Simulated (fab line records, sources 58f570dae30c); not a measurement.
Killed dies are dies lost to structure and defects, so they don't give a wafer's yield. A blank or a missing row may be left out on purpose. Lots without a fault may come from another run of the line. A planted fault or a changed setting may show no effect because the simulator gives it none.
Which tool did it? | flow berkeley_cmos170 | 14 lots, 42 wafers sampled, at 4 steps of a route of 331

WHAT THE GAUGES READ, wafer by wafer
UCB170_START_THK_MEAS_03. Usual: START_OXIDE_THK 20.1 nm, standard deviation 0.3.
lot  | measured    | on            | START_OXIDE_THK (nm) | flag
L829 | day 1 21:44 | film_metro-02 | 19.8 19.9 19.9       |
L831 | day 2 06:20 | film_metro-01 | 19.6 20.1 20.0       |
L832 | day 2 10:53 | film_metro-01 | 19.9 19.7 19.7       |
L833 | day 2 16:47 | film_metro-01 | 20.4 20.1 20.7       |
L834 | day 2 21:26 | film_metro-02 | 19.8 20.1 20.4       |
L835 | day 3 00:18 | film_metro-01 | 19.5 19.5 19.5       |
L836 | day 3 07:30 | film_metro-03 | 20.0 20.1 20.3       |
L837 | day 3 11:23 | film_metro-02 | 19.9 19.7 20.5       |
L840 | day 4 00:32 | film_metro-01 | 19.8 20.3 20.4       |
L843 | day 4 17:04 | film_metro-01 | 19.9 20.0 19.8       |
L845 | day 5 03:38 | film_metro-01 | 20.3 20.2 20.2       |
L846 | day 5 08:43 | film_metro-02 | 20.2 20.1 20.1       |
L847 | day 5 11:56 | film_metro-02 | 20.5 20.4 20.2       |
L850 | day 6 03:10 | film_metro-01 | 20.4 20.5 20.7       |

UCB170_NWELL_TW_MEAS_16. Usual: NWELL_TW 1245, standard deviation 4.7.
lot  | measured    | on            | NWELL_TW       | flag
L829 | day 2 17:33 | film_metro-01 | 1241 1248 1249 |
L831 | day 2 22:17 | film_metro-02 | 1249 1253 1252 |
L832 | day 3 06:46 | film_metro-04 | 1247 1245 1249 |
L833 | day 3 09:13 | film_metro-04 | 1246 1250 1244 |
L834 | day 3 16:26 | film_metro-02 | 1244 1247 1240 |
L835 | day 3 16:43 | film_metro-02 | 1251 1242 1247 |
L836 | day 4 03:11 | film_metro-04 | 1251 1244 1242 |
L837 | day 4 03:25 | film_metro-04 | 1247 1249 1246 |
L840 | day 4 15:58 | film_metro-02 | 1249 1244 1245 |
L843 | day 5 07:37 | film_metro-02 | 1246 1245 1243 |
L845 | day 5 19:07 | film_metro-04 | 1238 1251 1247 |
L846 | day 6 02:48 | film_metro-01 | 1375 1374 1379 | OFF
L847 | day 6 03:03 | film_metro-04 | 1246 1244 1244 |
L850 | day 6 20:38 | film_metro-04 | 1378 1384 1372 | OFF

WHICH TOOL RAN EACH LOT (tool, then ch and the chambers of the sampled wafers, then the start)
lot  | UCB170_ZERO_ETCH_06               | UCB170_NWELL_IMPLANT_14
L829 | rie_diel-03 ch 1,2,3, day 2 03:56 | implanter-02 ch 0, day 2 17:19
L831 | rie_diel-02 ch 0,1,2, day 2 11:41 | implanter-03 ch 0, day 2 22:04
L832 | rie_diel-02 ch 0,3, day 2 18:09   | implanter-03 ch 0, day 3 06:31
L833 | rie_diel-03 ch 0,1, day 2 22:20   | implanter-03 ch 0, day 3 08:58
L834 | rie_diel-02 ch 0,1,3, day 3 02:19 | implanter-04 ch 0, day 3 16:11
L835 | rie_diel-03 ch 0,1, day 3 05:01   | implanter-03 ch 0, day 3 16:28
L836 | rie_diel-03 ch 0,2,3, day 3 13:13 | implanter-03 ch 0, day 4 02:56
L837 | rie_diel-03 ch 0,3, day 3 15:01   | implanter-02 ch 0, day 4 03:11
L840 | rie_diel-03 ch 1,3, day 4 05:04   | implanter-04 ch 0, day 4 15:44
L843 | rie_diel-04 ch 0,1,2, day 4 21:33 | implanter-03 ch 0, day 5 07:23
L845 | rie_diel-04 ch 0,3, day 5 10:59   | implanter-03 ch 0, day 5 18:52
L846 | rie_diel-03 ch 0,1,2, day 5 12:54 | implanter-03 ch 0, day 6 02:35
L847 | rie_diel-03 ch 1,2,3, day 5 14:58 | implanter-04 ch 0, day 6 02:49
L850 | rie_diel-02 ch 0,1,3, day 6 06:40 | implanter-03 ch 0, day 6 20:17
- UCB170_ZERO_ETCH_06: etches SiO2 in CHF3/CF4/Ar, time 12 s.
- UCB170_NWELL_IMPLANT_14

WHAT THE TOOLS THEMSELVES READ (means of the sampled wafers that have a number; where no wafer has one, the mark that the record gives instead)
UCB170_ZERO_ETCH_06. Usual: drypump_motor_current_A 5.6 A, standard deviation 0.38; oes_product_au 0.621 a.u., standard deviation 0.0091; throttle_valve_pct 9.28 %, standard deviation 0.12.
lot  | tool        | drypump_motor_current_A (A) | oes_product_au (a.u.) | throttle_valve_pct (%) | flag
L829 | rie_diel-03 | 5.6                         | 0.617                 | 9.27                   |
L831 | rie_diel-02 | 5.6                         | 0.622                 | 9.31                   |
L832 | rie_diel-02 | 5.9                         | 0.631                 | 9.34                   |
L833 | rie_diel-03 | 5.6                         | 0.623                 | 9.26                   |
L834 | rie_diel-02 | 5.7                         | 0.625                 | 9.28                   |
L835 | rie_diel-03 | 5.6                         | 0.625                 | 9.28                   |
L836 | rie_diel-03 | 5.6                         | 0.616                 | 9.21                   |
L837 | rie_diel-03 | 5.5                         | 0.619                 | 9.15                   |
L840 | rie_diel-03 | 5.4                         | 0.616                 | 9.28                   |
L843 | rie_diel-04 | 5.8                         | 0.610                 | 9.36                   |
L845 | rie_diel-04 | 5.7                         | 0.629                 | 9.37                   |
L846 | rie_diel-03 | 5.8                         | 0.623                 | 9.27                   |
L847 | rie_diel-03 | 5.6                         | 0.616                 | 9.28                   |
L850 | rie_diel-02 | 5.7                         | 0.631                 | 9.26                   |

UCB170_NWELL_IMPLANT_14. Usual: dose_ions_cm2 9.998e+12, standard deviation 1e+10; faraday_current_uA 31.7, standard deviation 0.63.
lot  | tool         | dose_ions_cm2 | faraday_current_uA | flag
L829 | implanter-02 | 1.000e+13     | 32.0               |
L831 | implanter-03 | 9.993e+12     | 31.4               |
L832 | implanter-03 | 9.993e+12     | 31.1               |
L833 | implanter-03 | 9.995e+12     | 32.0               |
L834 | implanter-04 | 1.000e+13     | 32.1               |
L835 | implanter-03 | 9.993e+12     | 31.8               |
L836 | implanter-03 | 9.996e+12     | 32.0               |
L837 | implanter-02 | 1.000e+13     | 31.3               |
L840 | implanter-04 | 9.990e+12     | 31.9               |
L843 | implanter-03 | 9.996e+12     | 32.2               |
L845 | implanter-03 | 9.985e+12     | 31.8               |
L846 | implanter-03 | 1.376e+13     | 43.7               | OFF
L847 | implanter-04 | 1.001e+13     | 30.9               |
L850 | implanter-03 | 1.374e+13     | 44.1               | OFF

THE ANSWER, worked out from the rows above alone
Rule: a lot is off if the mean of its wafers that have a number lies more than 3 standard deviations from the usual mean. A lot without any number at a reading at which 4 lots or more have one is off too. The other lots that the step has rows for count as sound. The gauges are gone through in route order, then the tools' own readings, and for those a lot's mean is taken as printed above. The first step at which some lot is off is used, and at that step the reading that is off furthest; a lot without a number counts as furthest.
Off: L846, L850, at UCB170_NWELL_TW_MEAS_16 (NWELL_TW).
A tool fits if, at a process step before that reading, it ran every lot that is off, and no sound lot after the first of them. The gauges at UCB170_NWELL_TW_MEAS_16 aren't tried: what is off there is off at UCB170_NWELL_IMPLANT_14 too, on other tools, and a gauge's error can't cause that. One fits: implanter-03 at UCB170_NWELL_IMPLANT_14. Its last sound lot is L845 (day 5 18:52), its first lot that is off L846 (day 6 02:35): a fault that began between those two fits.
The tool's own readings at UCB170_NWELL_IMPLANT_14 bear it out: on the lots that are off they differ by more than 5 times the standard deviation of the sound lots' means. dose_ions_cm2 reads 1.375e+13 there against 9.996e+12 on the sound lots; faraday_current_uA reads 43.9 there against 31.7 on the sound lots.

WHAT THE SIMULATOR HAD PUT IN
Process parameter drift: implanter-03, from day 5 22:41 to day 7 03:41, at UCB170_NWELL_IMPLANT_14. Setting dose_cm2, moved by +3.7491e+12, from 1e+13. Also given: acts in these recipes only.
Lots struck among those shown: L846, L850. The rule above found the same.
